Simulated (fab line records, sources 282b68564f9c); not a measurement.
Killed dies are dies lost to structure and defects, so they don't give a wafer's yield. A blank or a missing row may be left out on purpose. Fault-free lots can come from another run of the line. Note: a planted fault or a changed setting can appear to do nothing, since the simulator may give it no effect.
fab line records + flow ritCmos
record
- lots=6
- wafers=18
- lastDay=7
route steps=202 shown ACTIVE@1 M1@202
lots untouched by any fault: they come from a run of this same line in which no faults occurred
startH: hours from the record's first day to the start of the lot's first wafer shown + waitH: hours elapsed since this lot's preceding step + " unchanged from the row above + L1.1+2: several wafers, shown together as one row + - no value present, or no start provided + * or withheld: withheld + < > ~ a bound
route shown NAME@n: names a module that has steps shown in the file, with the first one's number in the route + usual: mean and standard deviation over wafers with no fault + same: alike in all rows + chamber/n: place in a boat + sites: per-site readings + _std_site: standard deviation across them + _edge_site: mean of outer sites minus mean of inner sites + radiusMm: how far each site lies from the wafer's centre + mask NAME#n: copy n + behind: the tool/chamber that last shaped the wafer + hold: reason for holding the lot/hours on hold/outcome of the hold + device: which transistor (n, p or np) failed to switch + end of line: the same wafers' tests at the end of the route + a step without rows: its recipe alone + killed: at the first sort, the dies lost to defects and structure; wafer yield is something else + map: shows each die of a wafer: x if killed, . if not, _ if none is there
set.NAME: the setting the step ran with; set.NAME@STEP: the setting that earlier step ran with + model.NAME: the simulator's own value behind a step, which no gauge read
certain route steps with their lots: each step a table, each wafer a row
services: from which hour (startH, from the record's first day; less than 0 if before it) a tool's chamber was out of use, for how many hours, and why
## steps
# step RIT_ACTIVE_BOW_MEAS_00
# recipe
- mode=bow
# usual
- INCOMING_BOW=-1/6.2
| lot.wafer | tool         | chamber | startH | waitH | INCOMING_BOW[um] |
|-----------|--------------|---------|--------|-------|------------------|
| L107.1    | filmMetro-01 | -       | 30.00  | -     | 4                |
| L107.2    | "            | -       | "      | "     | -5               |
| L107.4    | "            | -       | "      | "     | -6               |
| L110.1    | filmMetro-01 | -       | 45.00  | -     | 5                |
| L110.2    | "            | -       | "      | "     | 12               |
| L110.4    | "            | -       | "      | "     | -1               |
| L113.1    | filmMetro-02 | -       | 60.00  | -     | 4                |
| L113.2    | "            | -       | "      | "     | -2               |
| L113.6    | "            | -       | "      | "     | 3                |
| L115.3    | filmMetro-04 | -       | 70.04  | -     | -13              |
| L115.4    | "            | -       | "      | "     | 0                |
| L115.5    | "            | -       | "      | "     | 5                |
| L119.3    | filmMetro-01 | -       | 90.04  | -     | -7               |
| L119.4    | "            | -       | "      | "     | 0                |
| L119.6    | "            | -       | "      | "     | 1                |
| L122.1    | filmMetro-04 | -       | 105.00 | -     | 6                |
| L122.3    | "            | -       | "      | "     | -1               |
| L122.4    | "            | -       | "      | "     | 0                |
# step RIT_ACTIVE_OXIDATION_01
# recipe
- tempC=994.1
- ambient=O2
- targetThkA=468
- oxTimeS=3360
# step RIT_ACTIVE_THK_MEAS_02
# recipe
- reads=SiO2_of_ACTIVE_OXIDATION_01
# usual
- ACTIVE_OXIDE_THK=44.7/0.78
| lot.wafer | tool         | chamber | startH | waitH | ACTIVE_OXIDE_THK[nm] |
|-----------|--------------|---------|--------|-------|----------------------|
| L107.1    | filmMetro-02 | -       | 32.49  | 0.0   | 44.0                 |
| L107.2    | "            | -       | "      | "     | 44.1                 |
| L107.4    | "            | -       | "      | "     | 44.4                 |
| L110.1    | filmMetro-02 | -       | 47.83  | 0.0   | 44.9                 |
| L110.2    | "            | -       | "      | "     | 43.8                 |
| L110.4    | "            | -       | "      | "     | 44.2                 |
| L113.1    | filmMetro-04 | -       | 66.34  | 0.0   | 45.2                 |
| L113.2    | "            | -       | "      | "     | 45.2                 |
| L113.6    | "            | -       | "      | "     | 44.7                 |
| L115.3    | filmMetro-04 | -       | 77.00  | 0.0   | 45.2                 |
| L115.4    | "            | -       | "      | "     | 46.2                 |
| L115.5    | "            | -       | "      | "     | 46.6                 |
| L119.3    | filmMetro-04 | -       | 93.72  | 0.0   | 44.0                 |
| L119.4    | "            | -       | "      | "     | 43.3                 |
| L119.6    | "            | -       | "      | "     | 44.0                 |
| L122.1    | filmMetro-02 | -       | 107.49 | 0.1   | 45.6                 |
| L122.3    | "            | -       | "      | "     | 44.8                 |
| L122.4    | "            | -       | "      | "     | 44.5                 |
# step RIT_ACTIVE_CVD_03
# recipe
- material=Si3N4
- targetThkNm=150
- tempC=810
- precursor=SiH2Cl2/NH3
- timeS=1500
- pressureMtorr=300
- sih2cl2FlowSccm=60
- nh3FlowSccm=150
# step RIT_ACTIVE_THK_MEAS_04
# recipe
- reads=Si3N4_of_ACTIVE_CVD_03
# usual
- ACTIVE_NITRIDE_THK=150.3/1.1
| lot.wafer | tool         | chamber | startH | waitH | ACTIVE_NITRIDE_THK[nm] |
|-----------|--------------|---------|--------|-------|------------------------|
| L107.1    | filmMetro-02 | -       | 35.65  | 0.0   | 150.1                  |
| L107.2    | "            | -       | "      | "     | 149.9                  |
| L107.4    | "            | -       | "      | "     | 149.8                  |
| L110.1    | filmMetro-04 | -       | 49.31  | 0.0   | 152.5                  |
| L110.2    | "            | -       | "      | "     | 152.3                  |
| L110.4    | "            | -       | "      | "     | 152.3                  |
| L113.1    | filmMetro-01 | -       | 67.82  | 0.0   | 149.9                  |
| L113.2    | "            | -       | "      | "     | 148.9                  |
| L113.6    | "            | -       | "      | "     | 149.3                  |
| L115.3    | filmMetro-02 | -       | 78.48  | 0.0   | 149.6                  |
| L115.4    | "            | -       | "      | "     | 148.8                  |
| L115.5    | "            | -       | "      | "     | 149.3                  |
| L119.3    | filmMetro-01 | -       | 95.69  | 0.0   | 150.5                  |
| L119.4    | "            | -       | "      | "     | 149.7                  |
| L119.6    | "            | -       | "      | "     | 150.1                  |
| L122.1    | filmMetro-02 | -       | 108.96 | 0.0   | 150.4                  |
| L122.3    | "            | -       | "      | "     | 151.3                  |
| L122.4    | "            | -       | "      | "     | 150.5                  |
# step RIT_ACTIVE_HMDS_05
# recipe
- primeTimeS=60
- primeTempC=140
# step RIT_ACTIVE_COAT_06
# recipe
- resist=NOVOLAK
- spinRpm=3206
- resistThkNm=1000
# step RIT_ACTIVE_SOFTBAKE_07
# recipe
- resist=NOVOLAK
- tempC=90
- timeS=60
# step RIT_ACTIVE_EXPOSE_08
# recipe
- maskId=M1
- na=0.6
- sourceShape=conventional
- sigmaOuter=0.6
- targetCdNm=1400
- doseMj=225
# step RIT_ACTIVE_PEB_09
# recipe
- resist=NOVOLAK
- tempC=withheld
- timeS=withheld
# step RIT_ACTIVE_DEVELOP_10
# recipe
- resist=NOVOLAK
- developTimeS=50
- devTempC=23
# usual
- developerTempC=22.98/0.11
| lot.wafer | tool          | chamber | startH | waitH | developerTempC |
|-----------|---------------|---------|--------|-------|----------------|
| L107.1    | lithoTrack-03 | 0       | 36     | -     | 23.05          |
| L107.2    | "             | 0       | "      | "     | 22.90          |
| L107.4    | "             | 0       | "      | "     | 23.07          |
| L110.1    | lithoTrack-04 | 0       | 50     | -     | 23.03          |
| L110.2    | "             | 0       | "      | "     | 23.24          |
| L110.4    | "             | 0       | "      | "     | 23.14          |
| L113.1    | lithoTrack-04 | 0       | 68     | -     | 24.89          |
| L113.2    | "             | 0       | "      | "     | 25.34          |
| L113.6    | "             | 0       | "      | "     | 25.12          |
| L115.3    | lithoTrack-04 | 0       | 79     | -     | 25.08          |
| L115.4    | "             | 0       | "      | "     | 25.26          |
| L115.5    | "             | 0       | "      | "     | 25.30          |
| L119.3    | lithoTrack-03 | 0       | 96     | -     | 23.12          |
| L119.4    | "             | 0       | "      | "     | 23.03          |
| L119.6    | "             | 0       | "      | "     | 23.00          |
| L122.1    | lithoTrack-03 | 0       | 110    | -     | 23.06          |
| L122.3    | "             | 0       | "      | "     | 23.04          |
| L122.4    | "             | 0       | "      | "     | 22.76          |
# step RIT_ACTIVE_CD_MEAS_11
# recipe
- targetCdNm=1400
# usual
- cdNm=1400.6/2.2
| lot.wafer | tool     | chamber | startH | waitH | cdNm   |
|-----------|----------|---------|--------|-------|--------|
| L107.1    | cdSem-02 | -       | 36.56  | -     | 1401.8 |
| L107.2    | "        | -       | "      | "     | 1400.5 |
| L107.4    | "        | -       | "      | "     | 1401.5 |
| L110.1    | cdSem-02 | -       | 50.22  | -     | 1399.1 |
| L110.2    | "        | -       | "      | "     | 1397.9 |
| L110.4    | "        | -       | "      | "     | 1397.0 |
| L113.1    | cdSem-02 | -       | 68.85  | -     | 1407.1 |
| L113.2    | "        | -       | "      | "     | 1407.7 |
| L113.6    | "        | -       | "      | "     | 1407.4 |
| L115.3    | cdSem-02 | -       | 79.41  | -     | 1404.9 |
| L115.4    | "        | -       | "      | "     | 1407.1 |
| L115.5    | "        | -       | "      | "     | 1410.2 |
| L119.3    | cdSem-02 | -       | 96.62  | -     | 1400.4 |
| L119.4    | "        | -       | "      | "     | 1398.6 |
| L119.6    | "        | -       | "      | "     | 1400.6 |
| L122.1    | cdSem-01 | -       | 110.31 | -     | 1400.3 |
| L122.3    | "        | -       | "      | "     | 1398.7 |
| L122.4    | "        | -       | "      | "     | 1402.1 |
# step RIT_ACTIVE_HARDBAKE_12
# recipe
- resist=NOVOLAK
- tempC=140
- timeS=60
# step RIT_M1_PROBE_99
# usual
- defectLimitedYield=97.3/1.2
- killed_at_M0_to_M3=0.0/0.14
- killedAtContacts=0.1/0.29
- killedAtFrontEnd=7/3.1
- killedDies=7/3.1
- killedOpen=3.4/1.9
- killedShort=3.6/2.1
- sort_bin_3_pad_short=0.1/0.21
- sort_bin_5_function=1.6/0.85
- sort_bin_6_memory=1.0/0.72
- sortNPass=257/3.2
- sortYieldPct=97.3/1.2
# same
- grossDies=264
- killed_at_M4_up=0
- killedAtBackSide=0
- killedAtOther=0
| lot.wafer | tool      | chamber | startH | waitH | defectLimitedYield[%] | killed_at_M0_to_M3 | killedAtContacts | killedAtFrontEnd | killedDies | killedOpen | killedShort | sort_bin_3_pad_short[%] | sort_bin_5_function[%] | sort_bin_6_memory[%] | sortNPass | sortYieldPct[%] |
|-----------|-----------|---------|--------|-------|-----------------------|--------------------|------------------|------------------|------------|------------|-------------|-------------------------|------------------------|----------------------|-----------|-----------------|
| L107.1    | prober-01 | -       | 90.33  | 0.1   | 96.6                  | 0                  | 1                | 8                | 9          | 2          | 7           | 0                       | 2.3                    | 1.1                  | 255       | 96.6            |
| L107.2    | prober-01 | -       | 90.38  | 0.1   | 97.7                  | 0                  | 0                | 6                | 6          | 3          | 3           | 0.4                     | 1.5                    | 0.4                  | 258       | 97.7            |
| L107.4    | prober-01 | -       | 90.48  | 0.2   | 98.1                  | 0                  | 0                | 5                | 5          | 2          | 3           | 0                       | 1.1                    | 0.8                  | 259       | 98.1            |
| L110.1    | prober-02 | -       | 114.93 | 0.1   | 99.6                  | 0                  | 0                | 1                | 1          | 1          | 0           | 0                       | 0                      | 0.4                  | 263       | 99.6            |
| L110.2    | prober-02 | -       | 114.98 | 0.1   | 97.3                  | 0                  | 0                | 7                | 7          | 5          | 2           | 0                       | 1.5                    | 1.1                  | 257       | 97.3            |
| L110.4    | prober-02 | -       | 115.08 | 0.2   | 96.6                  | 1                  | 0                | 8                | 9          | 6          | 2           | 0.4                     | 1.5                    | 1.5                  | 255       | 96.6            |
| L119.3    | prober-02 | -       | 158.50 | 0.2   | 97.0                  | 0                  | 0                | 8                | 8          | 2          | 6           | 0                       | 1.5                    | 1.5                  | 256       | 97.0            |
| L119.4    | prober-02 | -       | 158.55 | 0.2   | 97.0                  | 0                  | 0                | 8                | 8          | 3          | 5           | 0.4                     | 1.5                    | 1.1                  | 256       | 97.0            |
| L119.6    | prober-02 | -       | 158.65 | 0.2   | 95.1                  | 0                  | 0                | 13               | 13         | 8          | 5           | 0                       | 2.7                    | 2.3                  | 251       | 95.1            |
| L122.1    | prober-01 | -       | 169.74 | 0.1   | 96.6                  | 0                  | 0                | 9                | 9          | 4          | 5           | 0                       | 2.3                    | 1.1                  | 255       | 96.6            |
| L122.3    | prober-01 | -       | 169.84 | 0.2   | 98.5                  | 0                  | 0                | 4                | 4          | 3          | 1           | 0                       | 0.4                    | 1.1                  | 260       | 98.5            |
| L122.4    | prober-01 | -       | 169.89 | 0.2   | 94.7                  | 0                  | 0                | 14               | 14         | 7          | 7           | 0                       | 2.7                    | 2.7                  | 250       | 94.7            |
# killed by level:class
L107.1 GATE:geometricParticle:short=3 SILICIDE:geometricParticle:short=2 FOX1:geometricParticle:open=1 FOX1:geometricParticle:short=1 GATE:geometricParticle:open=1 CONTACT:geometricParticle:short=1
L107.2 GATE:geometricParticle:open=1 GATE:geometricParticle:short=1 REOX:geometricParticle:short=1 SPACER:geometricParticle:open=1 SPACER:geometricParticle:short=1 SILICIDE:geometricParticle:open=1
L107.4 FOX2:geometricParticle:open=2 GATE:geometricParticle:short=1 SPACER:geometricParticle:short=1 SILICIDE:geometricParticle:short=1
L110.1 SILICIDE:geometricParticle:open=1
L110.2 FOX2:geometricParticle:open=2 ACTIVE:geometricParticle:open=1 FOX1:geometricParticle:short=1 FOX1:geometricParticle:open=1 GATE:geometricParticle:short=1 SPACER:geometricParticle:open=1
L110.4 FOX1:geometricParticle:open=4 FOX1:geometricParticle:short=1 FOX2:geometricParticle:open=1 GATE:geometricParticle:open=1 SILICIDE:geometricParticle:short=1 M1:coatMicrobubblePrinted=1
L119.3 GATE:geometricParticle:short=4 FOX1:geometricParticle:short=1 FOX2:geometricParticle:short=1 REOX:geometricParticle:open=1 SPACER:geometricParticle:open=1
L119.4 FOX1:geometricParticle:short=3 GATE:geometricParticle:short=1 GATE:geometricParticle:open=1 REOX:geometricParticle:open=1 SILICIDE:geometricParticle:short=1 SILICIDE:geometricParticle:open=1
L119.6 GATE:geometricParticle:open=5 GATE:geometricParticle:short=3 FOX2:geometricParticle:open=2 FOX1:geometricParticle:short=1 REOX:geometricParticle:open=1 REOX:geometricParticle:short=1
L122.1 GATE:geometricParticle:short=3 FOX1:geometricParticle:open=1 FOX1:geometricParticle:short=1 REOX:geometricParticle:open=1 SILICIDE:geometricParticle:open=1 SILICIDE:geometricParticle:short=1 STARTING-WAFER:geometricParticle:open=1
L122.3 GATE:geometricParticle:open=2 FOX2:geometricParticle:open=1 SPACER:geometricParticle:short=1
L122.4 GATE:geometricParticle:open=6 GATE:geometricParticle:short=3 FOX1:geometricParticle:short=1 FOX2:geometricParticle:short=1 SPACER:geometricParticle:short=1 SILICIDE:geometricParticle:open=1 SILICIDE:geometricParticle:short=1
## services
| tool          | chamber | startH | hours | kind                     |
|---------------|---------|--------|-------|--------------------------|
| lithoTrack-03 | -       | 100.37 | -     | consumableReplace:filter |
## key
firstSign
- step=RIT_ACTIVE_DEVELOP_10
- reading=developerTempC
- direction=up
- sigmas=19
- usual=*
- struck=*
effect
- step=RIT_ACTIVE_CD_MEAS_11
- reading=cdNm
- direction=up
- sigmas=3.1
- usual=1400.6
- struck=1407.4
metAt RIT_ACTIVE_DEVELOP_10
struckWafers L113.1,L113.2,L113.6,L115.3,L115.4,L115.5
rowsEnd L113.1,L113.2,L113.6,L115.3,L115.4,L115.5
onsetBetween 50 68
fault
- kind=processParameterDrift
- tool=lithoTrack-04
- chamber=-
- onsetH=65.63
- steps=RIT_ACTIVE_DEVELOP_10
- channel=devTempC
- offset=*
- shape=step
- endH=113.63
- actsIn=*
- stated=*
# rowsEnd: these wafers met a further fault down the route, and their rows from its step on are left out
